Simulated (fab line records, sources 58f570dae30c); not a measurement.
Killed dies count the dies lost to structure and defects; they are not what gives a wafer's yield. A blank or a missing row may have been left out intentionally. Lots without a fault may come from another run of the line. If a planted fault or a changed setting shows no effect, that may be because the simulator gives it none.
A single fault, viewed from 2 desks / flow berkeley cmos170 / only its own numbers are on each desk; what lay behind them is given at the end

== FOR THE TOOL OWNER'S DESK: rie metal-02 ==
The tool's own readings at UCB170_M3_METAL_ETCH_18 (etches Al in Cl2/BCl3, stops on SiO2, target depth 1170 nm, time 195 s): means of the sampled wafers that have a number, for each lot that ran on this tool. The brackets show how far a lot's mean lies from the usual mean; more than 4 standard deviations puts the lot out of limits, marked OUT.
Columns: A = bias w at UCB170_M3_METAL_ETCH_18, usual 120.0 W; B = drypump motor current A at UCB170_M3_METAL_ETCH_18, usual 5.9 A; C = he backside leak sccm at UCB170_M3_METAL_ETCH_18, usual 3.35 sccm; D = oes product au at UCB170_M3_METAL_ETCH_18, usual 0.855 a.u.; E = throttle valve pct at UCB170_M3_METAL_ETCH_18, usual 24.40 %
lot=L398; first seen here=day 9 02:49; A=119.7; B=5.7; C=3.29; D=0.846; E=24.40
lot=L408; first seen here=day 11 20:35; A=119.9; B=5.7; C=3.32; D=0.844; E=24.41
lot=L409; first seen here=day 12 20:19; A=119.9; B=5.7; C=3.19; D=0.839; E=24.40
This desk found nothing out of limits on any of the 3 lots.

== THE METROLOGY DESK ==
Means of the sampled wafers that have a number, per lot and without regard to the tool the lot ran on: this is what the gauges read. The brackets show how far a lot's mean lies from the usual mean; more than 4 standard deviations puts the lot out of limits, marked OUT.
Columns: A = cd nm at UCB170_M3_CD_MEAS_15, usual 700.1 nm; B = M3_OVL at UCB170_M3_OVL_MEAS_16, usual -1 nm; C = cd nm at UCB170_M3_CD_MEAS_90, usual 699 nm; D = M3_BOW at UCB170_M3_BOW_MEAS_20, usual 34 um
lot=L398; first seen here=day 9 02:37; A=698.5; B=-4; C=699; D=41
lot=L399; first seen here=day 10 02:17; A=702.9; B=-6; C=700; D=35
lot=L408; first seen here=day 11 20:25; A=698.6; B=1; C=697; D=35
lot=L409; first seen here=day 12 20:07; A=697.7; B=4; C=698; D=33
lot=L413; first seen here=day 12 20:43; A=698.7; B=-2; C=699; D=29
lot=L412; first seen here=day 13 11:06; A=702.6; B=2; C=706; D=35
This desk found nothing out of limits on any of the 6 lots.

== PUT TOGETHER ==
The desk of the tool owner found nothing out of limits.
From the metrology desk's view, nothing was out of limits.

== WHAT THE SIMULATOR HAD INSERTED ==
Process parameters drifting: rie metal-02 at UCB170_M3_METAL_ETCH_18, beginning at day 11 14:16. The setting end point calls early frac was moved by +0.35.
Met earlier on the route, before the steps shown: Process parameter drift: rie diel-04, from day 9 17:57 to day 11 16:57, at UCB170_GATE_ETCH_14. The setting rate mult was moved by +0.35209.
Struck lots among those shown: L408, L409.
